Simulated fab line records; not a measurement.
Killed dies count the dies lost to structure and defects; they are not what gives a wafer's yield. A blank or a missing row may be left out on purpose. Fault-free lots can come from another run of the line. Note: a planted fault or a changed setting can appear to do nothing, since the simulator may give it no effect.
Which tool is to blame? || flow berkeley cmos170 || 7 lots, 21 wafers sampled, at 3 steps of a route of 331

== WHAT THE GAUGES SHOWED, per wafer ==
UCB170_M3_CD_MEAS_15: target cd 700 nm.
{"lot": "L697", "measured": "day 8 20:19", "on": "cd sem-01", "cd nm (nm)": "701.6 702.6 702.4"}
{"lot": "L701", "measured": "day 10 01:32", "on": "cd sem-02", "cd nm (nm)": "701.3 698.8 699.3"}
{"lot": "L703", "measured": "day 10 02:44", "on": "cd sem-02", "cd nm (nm)": "698.8 699.5 699.0"}
{"lot": "L702", "measured": "day 10 06:19", "on": "cd sem-02", "cd nm (nm)": "700.9 699.9 701.0"}
{"lot": "L712", "measured": "day 12 01:15", "on": "cd sem-02", "cd nm (nm)": "701.3 701.7 700.4"}
{"lot": "L717", "measured": "day 12 15:05", "on": "cd sem-01", "cd nm (nm)": "699.9 700.1 699.3"}
{"lot": "L715", "measured": "day 13 16:06", "on": "cd sem-01", "cd nm (nm)": "699.0 698.6 697.8"}

== EACH LOT AND THE TOOL THAT RAN IT (in order: tool; ch and the chambers of the sampled wafers; start) ==
{"lot": "L697", "UCB170_V1_CMP_02": "cmp-01 ch 0,3, day 8 07:57", "UCB170_M3_STRIP_07": "plasma asher-04 ch 0,1, day 8 18:51"}
{"lot": "L701", "UCB170_V1_CMP_02": "cmp-02 ch 0,2,3, day 9 13:50", "UCB170_M3_STRIP_07": "plasma asher-04 ch 0,1, day 9 23:24"}
{"lot": "L703", "UCB170_V1_CMP_02": "cmp-02 ch 1,2,3, day 9 14:29", "UCB170_M3_STRIP_07": "plasma asher-01 ch 0,1, day 10 00:59"}
{"lot": "L702", "UCB170_V1_CMP_02": "cmp-02 ch 1,2, day 9 15:08", "UCB170_M3_STRIP_07": "plasma asher-03 ch 1, day 10 02:10"}
{"lot": "L712", "UCB170_V1_CMP_02": "cmp-02 ch 0,1,2, day 11 15:10", "UCB170_M3_STRIP_07": "plasma asher-03 ch 0,1, day 11 23:40"}
{"lot": "L717", "UCB170_V1_CMP_02": "cmp-02 ch 0,2,3, day 12 04:19", "UCB170_M3_STRIP_07": "plasma asher-04 ch 0,1, day 12 13:46"}
{"lot": "L715", "UCB170_V1_CMP_02": "cmp-02 ch 1,2,3, day 13 03:19", "UCB170_M3_STRIP_07": "plasma asher-03 ch 0, day 13 14:43"}
- UCB170_V1_CMP_02: polishes SiO2.
- UCB170_M3_STRIP_07: strips in O2.

== THE ANSWER, worked out from the rows above alone ==
Rule: the lots themselves supply what counts as usual. The widest of any qualifying gaps counts: lots, ordered by their means at a reading, are off when they make up no more than a third of the lots, leave a main group of 4 or more, and stand apart from it by 3 or more times the standard deviation of that group's means. The tables above print the reading to a certain number of digits; a main group whose means all agree to those digits is not used. A lot without any number at a reading at which 4 lots or more have one is off too. Any other lot the step has rows for is counted as sound.
No lot is off at any reading shown: from this, nothing can be told.

== WHAT HAD BEEN PUT IN BY THE SIMULATOR ==
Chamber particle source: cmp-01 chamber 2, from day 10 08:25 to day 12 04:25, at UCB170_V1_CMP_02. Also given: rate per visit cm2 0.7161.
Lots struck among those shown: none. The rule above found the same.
